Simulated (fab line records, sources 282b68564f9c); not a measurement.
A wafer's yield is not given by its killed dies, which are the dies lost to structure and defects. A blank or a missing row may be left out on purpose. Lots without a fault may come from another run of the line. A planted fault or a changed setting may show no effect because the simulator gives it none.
fab line records | flow ritCmos
[record] lots = 14 | wafers = 42 | lastDay = 7
route steps=202 shown ACTIVE@1 NWELL@37 REOX@101 PSD@157 M1@202
lots that met no fault: from a run of the same line without faults
startH: the number of hours between the record's first day and the start of the first shown wafer of the lot | waitH: hours elapsed since this lot's preceding step | " identical to the entry in the row above | L1.1+2: several wafers, shown together as one row | - either no value or no given start | * or withheld: withheld | < > ~ a bound
route shown NAME@n: a module of which the file shows steps, and the number in the route of the first | usual: mean and standard deviation over wafers with no fault | same: alike in all rows | chamber/n: place in a boat | sites: each site's reading | _std_site: standard deviation of those values | _edge_site: the outer-site mean with the inner-site mean subtracted | radiusMm: how far each site lies from the wafer's centre | mask NAME#n: copy n | behind: the last tool/chamber to shape the wafer | hold: the reason the lot was held/the length of the hold in hours/how it ended | device: whichever transistor did not switch (one of n, p or np) | end of line: tests run on the same wafers once the route is complete | where a step has no rows: the recipe by itself | killed: count of dies lost to structure and defects at first sort (not the wafer's yield) | map: per-die view of a wafer (x killed, . not killed, _ where there is no die)
set.NAME: the run value of the setting; set.NAME@STEP: its run value at that earlier step | model.NAME: the simulator's own value behind a step, which no gauge read
one table for each step of the route and one row for each wafer, over a sample of lots
services: when a tool's chamber went out of use (startH, in hours from the record's first day, below 0 if earlier), for how many hours, and the reason
[[steps]]
[step RIT_ACTIVE_BOW_MEAS_00]
[recipe] mode = bow
[usual] INCOMING_BOW = -1/6.6
lot.wafer | tool         | chamber | startH | waitH | INCOMING_BOW[um]
L531.2    | filmMetro-04 | -       | 10.02  | -     | 5
L531.3    | "            | -       | "      | "     | -8
L531.6    | "            | -       | "      | "     | 4
L532.3    | filmMetro-02 | -       | 15.04  | -     | 2
L532.5    | "            | -       | "      | "     | -3
L532.6    | "            | -       | "      | "     | -12
L533.2    | filmMetro-04 | -       | 20.02  | -     | 3
L533.3    | "            | -       | "      | "     | -10
L533.5    | "            | -       | "      | "     | -11
L534.2    | filmMetro-02 | -       | 25.02  | -     | -12
L534.3    | "            | -       | "      | "     | -4
L534.5    | "            | -       | "      | "     | 6
L535.1    | filmMetro-03 | -       | 30.00  | -     | -10
L535.2    | "            | -       | "      | "     | 15
L535.5    | "            | -       | "      | "     | -7
L536.1    | filmMetro-02 | -       | 35.00  | -     | 6
L536.5    | "            | -       | "      | "     | 1
L536.6    | "            | -       | "      | "     | -13
L537.2    | filmMetro-04 | -       | 40.02  | -     | 0
L537.5    | "            | -       | "      | "     | 5
L537.6    | "            | -       | "      | "     | -4
L538.4    | filmMetro-03 | -       | 45.06  | -     | -6
L538.5    | "            | -       | "      | "     | 4
L538.6    | "            | -       | "      | "     | -6
L539.2    | filmMetro-02 | -       | 50.02  | -     | 1
L539.5    | "            | -       | "      | "     | -7
L539.6    | "            | -       | "      | "     | 14
L540.1    | filmMetro-03 | -       | 55.00  | -     | -1
L540.2    | "            | -       | "      | "     | 2
L540.4    | "            | -       | "      | "     | -5
L541.1    | filmMetro-02 | -       | 60.00  | -     | 6
L541.3    | "            | -       | "      | "     | 2
L541.6    | "            | -       | "      | "     | 24
L547.3    | filmMetro-03 | -       | 90.04  | -     | -1
L547.5    | "            | -       | "      | "     | 6
L547.6    | "            | -       | "      | "     | 6
L552.1    | filmMetro-04 | -       | 115.00 | -     | -1
L552.4    | "            | -       | "      | "     | -5
L552.5    | "            | -       | "      | "     | 7
L553.1    | filmMetro-02 | -       | 120.00 | -     | 0
L553.3    | "            | -       | "      | "     | 6
L553.6    | "            | -       | "      | "     | -3
[step RIT_NWELL_STRIP_09]
[recipe] chemistry = O2 | timeS = 180 | resist = NOVOLAK | platenTempC = withheld | powerW = 500 | pressureMtorr = 4000 | o2FlowSccm = 4000
[usual] chamberPressureMTorr = 4000/3.7 | drypumpMotorCurrentA = 5.7/0.41 | rfReflPowerW = 7.3/0.87
lot.wafer | tool           | chamber | startH | waitH | chamberPressureMTorr | drypumpMotorCurrentA | rfHoursCounterH | rfReflPowerW
L531.2    | plasmaAsher-02 | 1       | 22.64  | 0.1   | 4001                 | 5.5                  | 37              | 8.8
L531.3    | "              | 0       | "      | "     | 4005                 | 5.2                  | -               | 6.2
L531.6    | "              | 1       | "      | "     | 3997                 | 5.5                  | -               | 8.9
L532.3    | plasmaAsher-04 | 1       | 26.05  | 0.1   | 4002                 | 6.1                  | -               | 8.4
L532.5    | "              | 1       | "      | "     | 4001                 | 6.1                  | -               | 8.1
L532.6    | "              | 0       | "      | "     | 4005                 | 6.3                  | -               | 6.9
L533.2    | plasmaAsher-04 | 0       | 31.85  | 0.1   | 3999                 | 6.3                  | 40              | 6.8
L533.3    | "              | 1       | "      | "     | 4002                 | 6.1                  | -               | 8.4
L533.5    | "              | 1       | "      | "     | 3997                 | 6.1                  | -               | 8.2
L534.2    | plasmaAsher-02 | 1       | 37.16  | 0.1   | 3994                 | 5.5                  | 39              | 8.7
L534.3    | "              | 0       | "      | "     | 3996                 | 5.2                  | -               | 6.2
L534.5    | "              | 1       | "      | "     | 4002                 | 5.5                  | -               | 8.9
L535.1    | plasmaAsher-02 | 1       | 42.26  | 0.1   | 3998                 | 5.5                  | 40              | 8.9
L535.2    | "              | 0       | "      | "     | 4001                 | 5.2                  | 40              | 6.4
L535.5    | "              | 1       | "      | "     | 4002                 | 5.5                  | -               | 8.9
L536.1    | plasmaAsher-02 | 0       | 46.57  | 0.1   | 3998                 | 5.2                  | 40              | 6.5
L536.5    | "              | 0       | "      | "     | 3998                 | 5.2                  | -               | 6.2
L536.6    | "              | 1       | "      | "     | 3997                 | 5.5                  | -               | 8.8
L537.2    | plasmaAsher-02 | 1       | 50.97  | 0.1   | 4000                 | 5.5                  | 41              | 8.8
L537.5    | "              | 1       | "      | "     | 4002                 | 5.5                  | -               | 9.0
L537.6    | "              | 0       | "      | "     | 4001                 | 5.2                  | -               | 6.2
L538.4    | plasmaAsher-02 | 1       | 56.51  | 0.1   | 3997                 | 5.5                  | -               | 9.0
L538.5    | "              | 1       | "      | "     | 3999                 | 5.5                  | -               | 8.7
L538.6    | "              | 0       | "      | "     | 3998                 | 5.2                  | -               | 6.7
L539.2    | plasmaAsher-04 | 1       | 60.93  | 0.1   | 4003                 | 6.1                  | 44              | 7.9
L539.5    | "              | 1       | "      | "     | 4009                 | 6.1                  | -               | 8.1
L539.6    | "              | 0       | "      | "     | 3997                 | 6.3                  | -               | 6.7
L540.1    | plasmaAsher-01 | 1       | 66.84  | 0.1   | 3996                 | 5.4                  | 37              | 7.0
L540.2    | "              | 0       | "      | "     | 4000                 | 6.1                  | 37              | 7.1
L540.4    | "              | 1       | "      | "     | 3997                 | 5.4                  | -               | 7.0
L541.1    | plasmaAsher-01 | 0       | 70.81  | 0.1   | 4000                 | 6.1                  | 37              | 6.9
L541.3    | "              | 0       | "      | "     | 3994                 | 6.1                  | -               | 7.2
L541.6    | "              | 1       | "      | "     | 4002                 | 5.4                  | -               | 6.8
L547.3    | plasmaAsher-04 | 0       | 100.75 | 0.1   | 4004                 | 6.2                  | -               | 6.7
L547.5    | "              | 0       | "      | "     | 4004                 | 6.3                  | -               | 7.0
L547.6    | "              | 1       | "      | "     | 4000                 | 6.1                  | -               | 8.2
L552.1    | plasmaAsher-02 | 1       | 125.78 | 0.1   | 3998                 | 5.5                  | 1               | 8.7
L552.4    | "              | 0       | "      | "     | 4001                 | 5.2                  | -               | 6.4
L552.5    | "              | 0       | "      | "     | 3996                 | 5.2                  | -               | 6.3
L553.1    | plasmaAsher-04 | 0       | 131.33 | 0.1   | 3998                 | 6.3                  | 53              | 6.8
L553.3    | "              | 1       | "      | "     | 4001                 | 6.1                  | -               | 8.1
L553.6    | "              | 0       | "      | "     | 4000                 | 6.3                  | -               | 6.8
[step RIT_REOX_OXIDATION_03]
[recipe] tempC = 900 | ambient = O2 | targetThkA = 252 | oxTimeS = 5580
[usual] spikeTcCentreC = 902.5/2.1 | spikeTcLoadC = 924.1/2.1 | spikeTcSourceC = 923.6/1.5 | tubeCenterTempC = 899.99/0.073 | tube_center_temp_C_max = 902.3/0.38 | zonePowerCentrePct = 42.6/0.62 | zonePowerSourcePct = 25.7/0.78
lot.wafer | tool       | chamber | startH | waitH | spikeTcCentreC | spikeTcLoadC | spikeTcSourceC | tubeCenterTempC | tube_center_temp_C_max | zonePowerCentrePct | zonePowerSourcePct
L531.2    | furnace-02 | 0       | 38.71  | 0.2   | 903.2          | 923.8        | 925.1          | 899.99          | 902.0                  | 42.3               | 26.7
L531.3    | "          | 0       | "      | "     | 903.6          | 925.6        | 924.2          | 900.03          | 902.2                  | 42.1               | 26.3
L531.6    | "          | 0       | "      | "     | 902.4          | 924.6        | 923.4          | 899.85          | 901.7                  | 42.1               | 26.3
L532.3    | furnace-01 | 0       | 44.29  | 0.0   | 902.5          | 921.7        | 922.5          | 899.91          | 902.2                  | 43.0               | 24.6
L532.5    | "          | 0       | "      | "     | 903.9          | 921.3        | 920.7          | 900             | 902.9                  | 42.9               | 24.7
L532.6    | "          | 0       | "      | "     | 904.1          | 921.2        | 921.6          | 899.92          | 902.2                  | 42.2               | 24.9
L533.2    | furnace-03 | 0       | 50.65  | 0.0   | 899.3          | 926.9        | 923.8          | 900.05          | 902.9                  | 43.6               | 25.3
L533.3    | "          | 0       | "      | "     | 900.8          | 925.0        | 922.1          | 900.1           | 902.0                  | 42.4               | 25.3
L533.5    | "          | 0       | "      | "     | 900.4          | 926.9        | 924.0          | 899.96          | 903.1                  | 42.8               | 25.7
L534.2    | furnace-03 | 0       | 53.35  | 0.0   | 899.0          | 924.4        | 924.0          | 899.96          | 902.7                  | 42.7               | 25.3
L534.3    | "          | 0       | "      | "     | 899.3          | 925.9        | 922.5          | 900.21          | 902.5                  | 43.3               | 25.5
L534.5    | "          | 0       | "      | "     | 899.5          | 924.4        | 922.4          | 899.95          | 901.9                  | 42.7               | 25.1
L535.1    | furnace-02 | 0       | 59.10  | 0.0   | 904.9          | 924.2        | 926.4          | 900.07          | 902.2                  | 42.6               | 26.5
L535.2    | "          | 0       | "      | "     | 904.7          | 924.4        | 925.3          | 900.09          | 902.6                  | 41.0               | 27.3
L535.5    | "          | 0       | "      | "     | 904.6          | 922.2        | 925.4          | 899.95          | 902.8                  | 42.5               | 26.6
L536.1    | furnace-02 | 0       | 63.38  | 0.0   | 905.6          | 922.1        | 926.8          | 900             | 901.7                  | 41.9               | 26.4
L536.5    | "          | 0       | "      | "     | 904.7          | 922.9        | 924.9          | 899.9           | 902.4                  | 41.7               | 26.5
L536.6    | "          | 0       | "      | "     | 903.9          | 924.3        | 925.1          | 899.96          | 902.5                  | 42.4               | 26.2
L537.2    | furnace-03 | 0       | 67.67  | 0.0   | 898.2          | 926.9        | 924.8          | 900.12          | 902.3                  | 42.9               | 25.3
L537.5    | "          | 0       | "      | "     | 900.8          | 925.8        | 922.6          | 899.97          | 902.5                  | 43.5               | 25.8
L537.6    | "          | 0       | "      | "     | 900.9          | 926.5        | 922.8          | 900.06          | 902.3                  | 43.0               | 25.4
L538.4    | furnace-01 | 0       | 74.15  | 0.4   | 903.5          | 920.2        | 920.9          | 899.99          | 901.8                  | 42.2               | 24.9
L538.5    | "          | 0       | "      | "     | 904.2          | 921.4        | 924.1          | 900.06          | 902.6                  | 42.5               | 24.9
L538.6    | "          | 0       | "      | "     | 905.1          | 921.3        | 923.0          | 899.99          | 902.3                  | 43.2               | 24.9
L539.2    | furnace-02 | 0       | 78.50  | 0.4   | 903.8          | 921.8        | 923.3          | 899.97          | 902.4                  | 42.3               | 26.9
L539.5    | "          | 0       | "      | "     | 904.1          | 922.7        | 924.6          | 899.87          | 902.5                  | 42.0               | 26.4
L539.6    | "          | 0       | "      | "     | 903.9          | 923.7        | 925.6          | 900.01          | 902.3                  | 42.2               | 26.0
L540.1    | furnace-03 | 0       | 84.04  | 0.0   | 900.0          | 925.6        | 923.7          | 899.9           | 902.0                  | 42.1               | 25.0
L540.2    | "          | 0       | "      | "     | 900.8          | 925.3        | 924.5          | 900.07          | 902.1                  | 42.5               | 25.3
L540.4    | "          | 0       | "      | "     | 900.9          | 925.4        | 924.2          | 899.91          | 902.5                  | 42.7               | 25.2
L541.1    | furnace-03 | 0       | 88.09  | 0.4   | 900.8          | 927.0        | 924.9          | 899.87          | 901.5                  | 42.4               | 25.6
L541.3    | "          | 0       | "      | "     | 899.7          | 926.5        | 922.9          | 900.05          | 902.5                  | 42.4               | 25.8
L541.6    | "          | 0       | "      | "     | 900.3          | 927.4        | 923.0          | 899.99          | 902.0                  | 43.3               | 25.8
L547.3    | furnace-01 | 0       | 117.59 | 0.0   | 903.3          | 919.6        | 922.3          | 899.84          | 901.7                  | 42.0               | 24.8
L547.5    | "          | 0       | "      | "     | 904.1          | 922.3        | 920.6          | 899.92          | 902.3                  | 42.0               | 24.8
L547.6    | "          | 0       | "      | "     | 906.0          | 920.8        | 921.6          | 899.99          | 901.9                  | 42.1               | 24.8
L552.1    | furnace-03 | 0       | 143.45 | 0.7   | 864.9          | 889.0        | 886.3          | 864.26          | 866.3                  | 40.5               | 23.2
L552.4    | "          | 0       | "      | "     | 865.1          | 888.7        | 888.2          | 864.13          | 866.2                  | 41.1               | 23.6
L552.5    | "          | 0       | "      | "     | 864.3          | 889.9        | 886.6          | 864.11          | 866.7                  | 41.2               | 23.4
L553.1    | furnace-03 | 0       | 147.64 | 0.0   | 863.2          | 891.0        | 887.1          | 864.14          | 867.7                  | 41.7               | 23.3
L553.3    | "          | 0       | "      | "     | 864.5          | 890.3        | 886.3          | 864.34          | 866.6                  | 41.5               | 23.4
L553.6    | "          | 0       | "      | "     | 864.2          | 889.9        | 887.5          | 864.26          | 866.0                  | 41.2               | 23.3
[step RIT_REOX_THK_MEAS_04]
[recipe] reads = SiO2_of_REOX_OXIDATION_03
[usual] REOX_OXIDE_THK = 25.1/0.54
lot.wafer | tool         | chamber | startH | waitH | REOX_OXIDE_THK[nm]
L531.2    | filmMetro-01 | -       | 41.27  | 0.0   | 25.9
L531.3    | "            | -       | "      | "     | 25.9
L531.6    | "            | -       | "      | "     | 26.0
L532.3    | filmMetro-04 | -       | 46.86  | 0.0   | 25.3
L532.5    | "            | -       | "      | "     | 25.2
L532.6    | "            | -       | "      | "     | 25.5
L533.2    | filmMetro-04 | -       | 53.21  | 0.0   | 25.1
L533.3    | "            | -       | "      | "     | 25.3
L533.5    | "            | -       | "      | "     | 24.7
L534.2    | filmMetro-01 | -       | 55.91  | 0.0   | 24.3
L534.3    | "            | -       | "      | "     | 24.6
L534.5    | "            | -       | "      | "     | 24.4
L535.1    | filmMetro-01 | -       | 61.65  | 0.0   | 25.6
L535.2    | "            | -       | "      | "     | 25.3
L535.5    | "            | -       | "      | "     | 25.6
L536.1    | filmMetro-01 | -       | 65.93  | 0.0   | 25.9
L536.5    | "            | -       | "      | "     | 25.4
L536.6    | "            | -       | "      | "     | 26.0
L537.2    | filmMetro-01 | -       | 70.23  | 0.0   | 25.1
L537.5    | "            | -       | "      | "     | 25.0
L537.6    | "            | -       | "      | "     | 25.1
L538.4    | filmMetro-03 | -       | 76.73  | 0.0   | 25.2
L538.5    | "            | -       | "      | "     | 25.3
L538.6    | "            | -       | "      | "     | 25.3
L539.2    | filmMetro-01 | -       | 81.06  | 0.0   | 25.3
L539.5    | "            | -       | "      | "     | 25.5
L539.6    | "            | -       | "      | "     | 25.3
L540.1    | filmMetro-03 | -       | 86.59  | 0.0   | 24.0
L540.2    | "            | -       | "      | "     | 24.5
L540.4    | "            | -       | "      | "     | 24.3
L541.1    | filmMetro-01 | -       | 90.64  | 0.0   | 24.8
L541.3    | "            | -       | "      | "     | 24.3
L541.6    | "            | -       | "      | "     | 24.2
L547.3    | filmMetro-03 | -       | 120.16 | 0.0   | 24.8
L547.5    | "            | -       | "      | "     | 24.8
L547.6    | "            | -       | "      | "     | 24.6
L552.1    | filmMetro-03 | -       | 146.00 | 0.0   | 17.0
L552.4    | "            | -       | "      | "     | 16.2
L552.5    | "            | -       | "      | "     | 16.7
L553.1    | filmMetro-01 | -       | 150.19 | 0.0   | 16.2
L553.3    | "            | -       | "      | "     | 16.5
L553.6    | "            | -       | "      | "     | 16.5
[step RIT_SDANNEAL_RS_MEAS_04]
[recipe] thkMeasGauge = four-point-probe
[usual] PSD_RS = 116.0/0.31
lot.wafer | tool         | chamber | startH | waitH | PSD_RS[ohm/sq]
L531.2    | filmMetro-02 | -       | 50.87  | 0.1   | 116.3
L531.3    | "            | -       | "      | "     | 116.2
L531.6    | "            | -       | "      | "     | 116.1
L532.3    | filmMetro-02 | -       | 55.89  | 0.1   | 116.0
L532.5    | "            | -       | "      | "     | 116.1
L532.6    | "            | -       | "      | "     | 116.2
L533.2    | filmMetro-02 | -       | 62.50  | 0.1   | 116.0
L533.3    | "            | -       | "      | "     | 116.3
L533.5    | "            | -       | "      | "     | 116.2
L534.2    | filmMetro-04 | -       | 66.17  | 0.1   | 116.2
L534.3    | "            | -       | "      | "     | 116.5
L534.5    | "            | -       | "      | "     | 116.9
L535.1    | filmMetro-04 | -       | 71.01  | 0.0   | 116.0
L535.2    | "            | -       | "      | "     | 115.6
L535.5    | "            | -       | "      | "     | 115.9
L536.1    | filmMetro-03 | -       | 74.98  | 0.0   | 115.7
L536.5    | "            | -       | "      | "     | 115.8
L536.6    | "            | -       | "      | "     | 115.5
L537.2    | filmMetro-03 | -       | 79.53  | 0.1   | 115.7
L537.5    | "            | -       | "      | "     | 115.3
L537.6    | "            | -       | "      | "     | 115.6
L538.4    | filmMetro-04 | -       | 85.68  | 0.1   | 116.7
L538.5    | "            | -       | "      | "     | 116.2
L538.6    | "            | -       | "      | "     | 116.5
L539.2    | filmMetro-04 | -       | 90.29  | 0.1   | 115.8
L539.5    | "            | -       | "      | "     | 116.5
L539.6    | "            | -       | "      | "     | 116.2
L540.1    | filmMetro-04 | -       | 95.73  | 0.0   | 116.2
L540.2    | "            | -       | "      | "     | 116.5
L540.4    | "            | -       | "      | "     | 116.1
L541.1    | filmMetro-02 | -       | 99.55  | 0.0   | 116.2
L541.3    | "            | -       | "      | "     | 115.9
L541.6    | "            | -       | "      | "     | 116.3
L547.3    | filmMetro-04 | -       | 129.12 | 0.1   | 115.8
L547.5    | "            | -       | "      | "     | 116.1
L547.6    | "            | -       | "      | "     | 115.8
L552.1    | filmMetro-03 | -       | 155.00 | 0.0   | 116.2
L552.4    | "            | -       | "      | "     | 115.8
L552.5    | "            | -       | "      | "     | 115.8
L553.1    | filmMetro-04 | -       | 159.11 | 0.0   | 116.1
L553.3    | "            | -       | "      | "     | 115.7
L553.6    | "            | -       | "      | "     | 116.2
[step RIT_M1_PROBE_99]
[usual] killedAtContacts = 0.1/0.23 | killedAtFrontEnd = 7/3.1 | killedDies = 7/3.1 | killedOpen = 3.4/2.1 | killedShort = 3.5/2
[same] grossDies = 264 | killed_at_M0_to_M3 = 0 | killed_at_M4_up = 0 | killedAtBackSide = 0 | killedAtOther = 0
lot.wafer | tool      | chamber | startH | waitH | killedAtContacts | killedAtFrontEnd | killedDies | killedOpen | killedShort
L533.2    | prober-02 | -       | 70.10  | 0.1   | 0                | 13               | 13         | 4          | 9
L533.3    | prober-02 | -       | 70.15  | 0.2   | 0                | 9                | 9          | 5          | 4
L533.5    | prober-02 | -       | 70.25  | 0.2   | 0                | 7                | 7          | 4          | 3
L534.2    | prober-01 | -       | 75.15  | 0.1   | 0                | 3                | 3          | 3          | 0
L534.3    | prober-01 | -       | 75.20  | 0.2   | 0                | 9                | 9          | 7          | 2
L534.5    | prober-01 | -       | 75.30  | 0.2   | 0                | 5                | 5          | 3          | 2
L535.1    | prober-02 | -       | 78.96  | 0.1   | 0                | 18               | 18         | 5          | 13
L535.2    | prober-02 | -       | 79.01  | 0.1   | 0                | 4                | 4          | 2          | 2
L535.5    | prober-02 | -       | 79.16  | 0.2   | 0                | 5                | 5          | 1          | 4
// killed by level:class
L533.2 GATE:geometricParticle:short=5 FOX1:geometricParticle:short=4 FOX1:geometricParticle:open=1 GATE:geometricParticle:open=1 SPACER:geometricParticle:open=1 SILICIDE:geometricParticle:open=1
L533.3 SILICIDE:geometricParticle:open=2 FOX1:geometricParticle:open=1 FOX2:geometricParticle:short=1 GATE:geometricParticle:short=1 GATE:geometricParticle:open=1 SPACER:geometricParticle:open=1 SPACER:geometricParticle:short=1 SILICIDE:geometricParticle:short=1
L533.5 FOX1:geometricParticle:open=2 FOX1:geometricParticle:short=1 FOX2:geometricParticle:short=1 GATE:geometricParticle:open=1 GATE:geometricParticle:short=1 SILICIDE:geometricParticle:open=1
L534.2 GATE:geometricParticle:open=2 REOX:geometricParticle:open=1
L534.3 FOX1:geometricParticle:open=2 GATE:geometricParticle:open=2 REOX:geometricParticle:open=2 FOX1:geometricParticle:short=1 SPACER:geometricParticle:open=1 SPACER:geometricParticle:short=1
L534.5 SILICIDE:geometricParticle:open=2 GATE:geometricParticle:short=1 REOX:geometricParticle:open=1 STARTING-WAFER:geometricParticle:short=1
L535.1 SPACER:geometricParticle:short=7 GATE:geometricParticle:short=4 SPACER:geometricParticle:open=4 REOX:geometricParticle:short=2 REOX:geometricParticle:open=1
L535.2 REOX:geometricParticle:open=1 REOX:geometricParticle:short=1 SPACER:geometricParticle:open=1 SILICIDE:geometricParticle:short=1
L535.5 FOX1:geometricParticle:short=1 GATE:geometricParticle:short=1 REOX:geometricParticle:open=1 REOX:geometricParticle:short=1 SPACER:geometricParticle:short=1
[[services]]
tool           | chamber | startH | hours | kind
plasmaAsher-01 | -       | 6.28   | 39.1  | repair
furnace-03     | -       | 10.53  | 3.5   | pm
plasmaAsher-01 | -       | 26.78  | 5.5   | repair
furnace-03     | -       | 31.35  | 3.0   | pm
plasmaAsher-01 | -       | 46.76  | 12.8  | repair
plasmaAsher-02 | -       | 69.46  | 7.5   | repair
furnace-02     | -       | 72.28  | 2.9   | pm
furnace-02     | -       | 87.88  | 3.8   | pm
plasmaAsher-02 | -       | 108.75 | 9.0   | pm
plasmaAsher-02 | 0       | 108.75 | 9.0   | ventCycle
plasmaAsher-02 | 1       | 108.75 | 9.0   | ventCycle
plasmaAsher-02 | 0       | 117.75 | -     | clean
plasmaAsher-02 | 1       | 117.75 | -     | clean
plasmaAsher-01 | -       | 120.14 | 15.6  | pm
plasmaAsher-04 | -       | 143.73 | 0.8   | repair
[[key]]
[firstSign] step = RIT_REOX_OXIDATION_03 | reading = tubeCenterTempC | direction = down | sigmas = 99+ | usual = * | struck = *
[effect] step = RIT_REOX_OXIDATION_03 | reading = tube_center_temp_C_max | direction = down | sigmas = 93 | usual = * | struck = *
[effect] step = RIT_REOX_THK_MEAS_04 | reading = REOX_OXIDE_THK | direction = down | sigmas = 16 | usual = 25.1 | struck = 16.5
metAt RIT_REOX_OXIDATION_03
struckLots L552,L553
testerLeftOut L552,L553
notActingAt RIT_ACTIVE_BOW_MEAS_00,RIT_NWELL_STRIP_09,RIT_SDANNEAL_RS_MEAS_04
onsetBetween 88.09 143.45
[fault] kind = processParameterDrift | tool = furnace-03 | chamber = - | onsetH = 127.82 | steps = RIT_REOX_OXIDATION_03 | channel = tempC | offset = * | shape = step | endH = 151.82 | actsIn = * | stated = *
// testerLeftOut: of these lots the tester's yield and bins aren't shown, on N5 and GAA mostly nor the transistor test; their killed dies are dies lost to structure and defects alone, not to doping, threshold or leakage, so they don't give the yield
